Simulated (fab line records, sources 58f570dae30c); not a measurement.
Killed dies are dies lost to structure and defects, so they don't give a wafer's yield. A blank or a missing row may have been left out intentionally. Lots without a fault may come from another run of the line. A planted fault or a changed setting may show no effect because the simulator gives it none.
One fault through the eyes of 2 desks	flow berkeley-cmos170	each desk holds nothing but its own numbers, with what lay behind them at the end

AT THE METROLOGY DESK
Lot by lot, what the gauges showed, no matter which tool ran the lot: averages of those sampled wafers that carry a number. Marked OUT: a lot whose mean sits more than 4 standard deviations from the usual mean, which makes it out of limits; the brackets give that distance.
Columns: A = cd-nm at UCB170_GATE_CD_MEAS_12, usual 349.9 nm; B = GATE_OVL at UCB170_GATE_OVL_MEAS_13, usual 1 nm; C = cd-nm at UCB170_GATE_CD_MEAS_90, usual 349.9 nm; D = cd-nm at UCB170_PLDD_CD_MEAS_06, usual 1200.1 nm; E = PLDD_OVL at UCB170_PLDD_OVL_MEAS_07, usual 2 nm
lot	first seen here	A	B	C	D	E
L434	day 8 02:04	350.6	-1	351.2	1197.5	10
L435	day 8 11:29	349.2	6	349.0	1202.4	-4
L439	day 9 03:20	349.2	1	350.1	1200.5	8
L442	day 9 11:41	350.7	0	350.3	1201.4	1
L451	day 11 15:22	350.9	4	351.8	1205.0	4
Finding of this desk: none of the 5 lots has anything out of limits.

THE TOOL OWNER'S DESK: krf-scanner-01
The tool's own readings at UCB170_PLDD_EXPOSE_03 (exposes mask PSELECT, target cd 1200 nm): means of the sampled wafers that have a number, for each lot that ran on this tool. Marked OUT: a lot whose mean sits more than 4 standard deviations from the usual mean, which makes it out of limits; the brackets give that distance.
Columns: A = exposure-dose-mJ-cm2 at UCB170_PLDD_EXPOSE_03, usual 30.00
lot	first seen here	A
L434	day 8 03:16	29.96
L435	day 8 12:43	29.97
L442	day 9 15:25	30.01
L451	day 11 16:36	29.69 (-10) OUT
Finding of this desk: L451 out of limits; the first was L451 at day 11 16:36, on exposure-dose-mJ-cm2 at UCB170_PLDD_EXPOSE_03. In limits: L434, L435, L442.

BROUGHT TOGETHER
The tool owner's desk had the chance to raise an alarm at day 11 16:36 on L451.
The metrology desk saw nothing out of limits.
The metrology desk holds a record of L451, inside its limits.
The lots listed all ran UCB170_PLDD_EXPOSE_03 on krf-scanner-01.

WHAT THE SIMULATOR HAD INSERTED
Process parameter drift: krf-scanner-01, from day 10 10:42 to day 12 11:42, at UCB170_PLDD_EXPOSE_03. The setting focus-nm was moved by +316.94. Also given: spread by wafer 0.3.
Lots struck among those shown: L451.
Hours from the fault's start to each desk's first reading out of limits: the tool owner's desk, 30.
